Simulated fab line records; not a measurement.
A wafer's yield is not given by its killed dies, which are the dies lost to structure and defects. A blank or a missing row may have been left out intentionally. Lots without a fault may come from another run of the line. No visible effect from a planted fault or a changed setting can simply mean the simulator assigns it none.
A lot that was struck, set against a sound lot -- flow ritCmos -- 16 out of 202 route steps
Sound: wafers L712.3, L712.4, L712.5. Struck: wafers L724.1, L724.3, L724.6. Last of all comes the cause.
Per side, at each step with rows, come the tool, then ch with its chambers, and then its first start. Under that, the readings that differ: sound wafers -- struck wafers -- difference of the means -- sigmas: that difference in standard deviations of wafers without a fault.
alike: readings with means less than 2 such deviations apart, plus words and numbers identical on both sides. not compared: withheld readings, readings lacking a value on some wafer, bounds such as >300 that could conceal the same value, and numbers that have no deviation in the record and whose values overlap.
The two part at a step that has a row with sigmas, a row that says differs or no value, or rows on one side only. Numbers that have no deviation but don't overlap get no sigmas and don't part them. Lack of a reading on every wafer of one side parts them only where that side has two or more wafers.

RIT_ACTIVE_BOW_MEAS_00:
  sound: filmMetro-04 at day 2 16:02; struck: filmMetro-04 at day 5 04:00
  alike: INCOMING_BOW
then, 1 step without rows for these wafers: RIT_ACTIVE_OXIDATION_01 (target thk 46.8 nm, ox time 3360 s).
RIT_ACTIVE_THK_MEAS_02:
  sound: filmMetro-03 at day 2 18:04; struck: filmMetro-03 at day 5 06:03
  alike: ACTIVE_OXIDE_THK
then, 1 step without rows for these wafers: RIT_ACTIVE_CVD_03 (deposits Si3N4 from SiH2Cl2/NH3, target thk 150 nm, time 1500 s).
RIT_ACTIVE_THK_MEAS_04:
  sound: filmMetro-03 at day 2 19:33; struck: filmMetro-04 at day 5 07:32
  alike: ACTIVE_NITRIDE_THK
then, 1 step without rows for these wafers: RIT_ACTIVE_HMDS_05 (prime time 60 s).
RIT_ACTIVE_COAT_06: resist thk 1000 nm.
  sound on lithoTrack-02 ch 0, day 2 19:47; struck on lithoTrack-03 ch 0, day 5 07:44
reading,sound,struck,difference,sigmas
spinSpeedRpm (rpm),3249.5 3246.6 3250.0,3974.6 3975.3 3976.0,+726.6,+99 or more
model.NOVOLAK_of_ACTIVE_COAT_06.thkNm (nm),1004 1004 1002,902 903.1 905.9,-100,
then, 3 steps without rows for these wafers: RIT_ACTIVE_SOFTBAKE_07 (time 60 s); RIT_ACTIVE_EXPOSE_08 (exposes mask M1, target cd 1400 nm); RIT_ACTIVE_PEB_09.
RIT_ACTIVE_DEVELOP_10: develop time 50 s.
  sound: lithoTrack-03 ch 0; struck: lithoTrack-01 ch 0
reading,sound,struck,difference,sigmas
model.ACTIVE.cdNm (nm),1399 1401 1400,1387 1387 1386,-13,
  alike: developerTempC
RIT_ACTIVE_CD_MEAS_11: the cd target is 1400 nm.
  sound: cdSem-01 at day 2 20:29; struck: cdSem-01 at day 5 08:31
reading,sound,struck,difference,sigmas
cdNm (nm),1399.4 1401.2 1400.2,1387.1 1386.7 1385.9,-13.7,-6
then, 1 step without rows for these wafers: RIT_ACTIVE_HARDBAKE_12 (time 60 s).
RIT_ACTIVE_ETCH_13: etches Si3N4 in SF6, stops on SiO2, time 210 s, target depth 210 nm.
  sound on rieDiel-03 ch 0,1, day 2 20:43; struck on rieDiel-03 ch 1,2, day 5 08:47
reading,sound,struck,difference,sigmas
model.NOVOLAK_of_ACTIVE_COAT_06.thkNm (nm),659.4 656.4 657.9,570.8 571.1 570.1,-87.2,
model.ACTIVE.cdNm (nm),1399 1401 1400,1387 1387 1386,-13,
  alike: drypumpMotorCurrentA, oesProductAu, throttleValvePct
  not compared: rfHoursCounterH
RIT_ACTIVE_STRIP_14: strips in O2, time 180 s.
  sound on plasmaAsher-04 ch 0,1, day 2 20:54; struck on plasmaAsher-04 ch 0,1, day 5 08:56
  alike: drypumpMotorCurrentA
  not compared: rfHoursCounterH
after that, 1 step had no rows for these wafers: RIT_M1_PROBE_99.

WHERE THEY PART
First at RIT_ACTIVE_COAT_06; last, within this record, at RIT_ACTIVE_CD_MEAS_11. Later steps at which nothing parts them and some readings are alike: RIT_ACTIVE_ETCH_13, RIT_ACTIVE_STRIP_14.

WHY: what the simulator had put in
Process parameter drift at RIT_ACTIVE_COAT_06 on lithoTrack-03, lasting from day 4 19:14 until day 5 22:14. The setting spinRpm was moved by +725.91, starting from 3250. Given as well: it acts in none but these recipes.
